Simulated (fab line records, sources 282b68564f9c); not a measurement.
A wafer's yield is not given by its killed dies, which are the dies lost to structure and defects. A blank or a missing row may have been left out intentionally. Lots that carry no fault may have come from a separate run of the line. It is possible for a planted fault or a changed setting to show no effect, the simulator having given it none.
What tool caused it? | flow rit cmos | Sampling: 14 lots, 42 wafers, 4 of 202 route steps

== WHAT THE GAUGES READ, wafer by wafer ==
RIT_NWELL_OVL_MEAS_06.
lot  | measured    | on         | NWELL_OVL (nm)
L481 | day 1 21:59 | overlay-02 | -1.6 1.5 1.4
L482 | day 2 03:17 | overlay-02 | 1.3 0.4 0.6
L485 | day 2 19:52 | overlay-01 | 2.8 -0.3 1.5
L488 | day 3 15:17 | overlay-01 | -1.2 0.4 0.2
L489 | day 3 17:19 | overlay-01 | 2.0 1.2 0.7
L490 | day 3 21:11 | overlay-01 | -0.4 -1.9 1.5
L491 | day 4 01:43 | overlay-02 | -0.9 -2.0 -1.2
L495 | day 5 00:29 | overlay-01 | -0.9 0.6 0.2
L496 | day 5 03:19 | overlay-02 | 0.8 1.1 1.0
L499 | day 5 17:34 | overlay-01 | -2.4 -1.2 -1.1
L500 | day 5 21:05 | overlay-01 | 1.9 1.7 2.5
L501 | day 6 01:49 | overlay-02 | -2.4 0.8 -1.4
L502 | day 6 07:45 | overlay-02 | 1.1 0.6 0.5
L503 | day 6 11:44 | overlay-02 | -0.5 -2.7 -0.4

RIT_NSD_TW_MEAS_10.
lot  | measured    | on            | NSD_TW
L481 | day 3 04:25 | film metro-04 | 3144 3143 3142
L482 | day 3 10:01 | film metro-04 | 3135 3148 3130
L485 | day 4 05:20 | film metro-02 | 3093 3097 3101
L488 | day 4 23:02 | film metro-02 | 3073 3089 3090
L489 | day 5 01:56 | film metro-03 | 3106 3093 3109
L490 | day 5 04:37 | film metro-03 | 3098 3107 3093
L491 | day 5 08:48 | film metro-03 | 3102 3104 3083
L495 | day 6 05:23 | film metro-03 | 3096 3084 3101
L496 | day 6 07:51 | film metro-02 | 3109 3092 3097
L499 | day 6 22:43 | film metro-04 | 3154 3157 3159
L500 | day 7 00:58 | film metro-03 | 3121 3109 3120
L501 | day 7 08:07 | film metro-03 | 3112 3103 3118
L502 | day 7 13:10 | film metro-03 | 3102 3111 3101
L503 | day 7 15:20 | film metro-03 | 3097 3098 3105

RIT_CONTACT_OVL_MEAS_09.
lot  | measured    | on         | CONTACT_OVL (nm)
L481 | day 3 08:47 | overlay-01 | -0.7 -0.5 -1.0
L482 | day 3 14:25 | overlay-01 | 0.7 -0.1 -1.8
L485 | day 4 09:40 | overlay-01 | -1.5 -0.9 1.0
L488 | day 5 03:23 | overlay-01 | 0.7 0.9 1.5
L489 | day 5 06:09 | overlay-01 | -0.1 -1.1 -0.1
L490 | day 5 08:58 | overlay-02 | -1.2 -0.6 1.3
L491 | day 5 13:20 | overlay-02 | 0.2 0.1 -0.1
L495 | day 6 09:29 | overlay-02 | 1.4 0.6 1.8
L496 | day 6 12:16 | overlay-02 | -1.2 -1.5 -2.3
L499 | day 7 03:23 | overlay-02 | 0.1 0.6 -0.9
L500 | day 7 05:26 | overlay-02 | -0.9 -2.1 -1.7
L501 | day 7 12:38 | overlay-01 | 1.3 0.6 2.9
L502 | day 7 17:23 | overlay-02 | 1.0 -0.3 0.1
L503 | day 7 19:37 | overlay-02 | -2.2 -0.5 -0.5

== TOOL THAT RAN EACH LOT (tool first, then ch and the chambers of the sampled wafers, then the start) ==
lot  | RIT_NRETRO_IMPLANT_08
L481 | implanter-03 ch 0, day 2 07:53
L482 | implanter-02 ch 0, day 2 12:48
L485 | implanter-03 ch 0, day 3 08:08
L488 | implanter-02 ch 0, day 4 01:02
L489 | implanter-03 ch 0, day 4 03:26
L490 | implanter-03 ch 0, day 4 08:05
L491 | implanter-03 ch 0, day 4 11:59
L495 | implanter-04 ch 0, day 5 09:21
L496 | implanter-02 ch 0, day 5 13:14
L499 | implanter-04 ch 0, day 6 02:18
L500 | implanter-04 ch 0, day 6 07:26
L501 | implanter-02 ch 0, day 6 10:33
L502 | implanter-02 ch 0, day 6 16:34
L503 | implanter-04 ch 0, day 6 21:37
- RIT_NRETRO_IMPLANT_08

== AS READ BY THE TOOLS THEMSELVES (means over the sampled wafers that have a number; for cases with no such wafer, the mark the record gives instead) ==
RIT_NRETRO_IMPLANT_08.
lot  | tool         | beam energy keV | faraday current uA | tilt deg (degrees)
L481 | implanter-03 | 70.006          | 31.2               | 6.987
L482 | implanter-02 | 69.993          | 31.4               | 7.000
L485 | implanter-03 | 69.978          | 31.3               | 7.010
L488 | implanter-02 | 69.990          | 31.9               | 6.999
L489 | implanter-03 | 69.984          | 31.6               | 7.015
L490 | implanter-03 | 68.223          | 31.3               | 6.996
L491 | implanter-03 | 68.256          | 32.0               | 6.988
L495 | implanter-04 | 70.003          | 31.5               | 6.992
L496 | implanter-02 | 69.996          | 32.5               | 7.012
L499 | implanter-04 | 69.977          | 31.9               | 7.001
L500 | implanter-04 | 69.975          | 32.0               | 6.996
L501 | implanter-02 | 69.996          | 31.9               | 6.990
L502 | implanter-02 | 69.993          | 31.5               | 6.989
L503 | implanter-04 | 69.976          | 31.8               | 6.998

== THE ANSWER, worked out from the rows above alone ==
Rule: usual is defined by the lots themselves. The widest of any qualifying gaps counts: lots, ordered by their means at a reading, are off when they make up no more than a third of the lots, leave a main group of 4 or more, and stand apart from it by 3 or more times the standard deviation of that group's means. Not used: any main group whose means are identical at the precision the tables above print for the reading. Also off: a lot with no number at a reading for which 4 or more lots have one. The other lots that the step has rows for count as sound. Order of review: gauges by route order, followed by the tools' own readings, for which a lot's mean as printed above is used. The first step at which some lot is off is used, and at that step the reading that is off furthest; a lot without a number counts as furthest.
Off: L490, L491, at RIT_NRETRO_IMPLANT_08 (beam energy keV). The main group has a mean of 69.989 with a standard deviation of 0.01.
A tool fits if, at that step or a process step before it, it ran every lot that is off, and no sound lot after the first of them. One fits: RIT_NRETRO_IMPLANT_08 on implanter-03. Its last sound lot is L489 (day 4 03:26), its first lot that is off L490 (day 4 08:05): a fault that began between those two fits.
On the lots that are off, the tool's own readings at RIT_NRETRO_IMPLANT_08 differ by more than 5 times the standard deviation of the sound lots' means, which bears it out; beam energy keV reads 68.239 there versus 69.989 on the sound lots.

== WHAT HAD BEEN PUT IN BY THE SIMULATOR ==
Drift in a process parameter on implanter-03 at RIT_NRETRO_IMPLANT_08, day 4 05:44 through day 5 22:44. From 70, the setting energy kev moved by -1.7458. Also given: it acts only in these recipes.
Lots struck among those shown: L490, L491. The rule above reached the same finding.
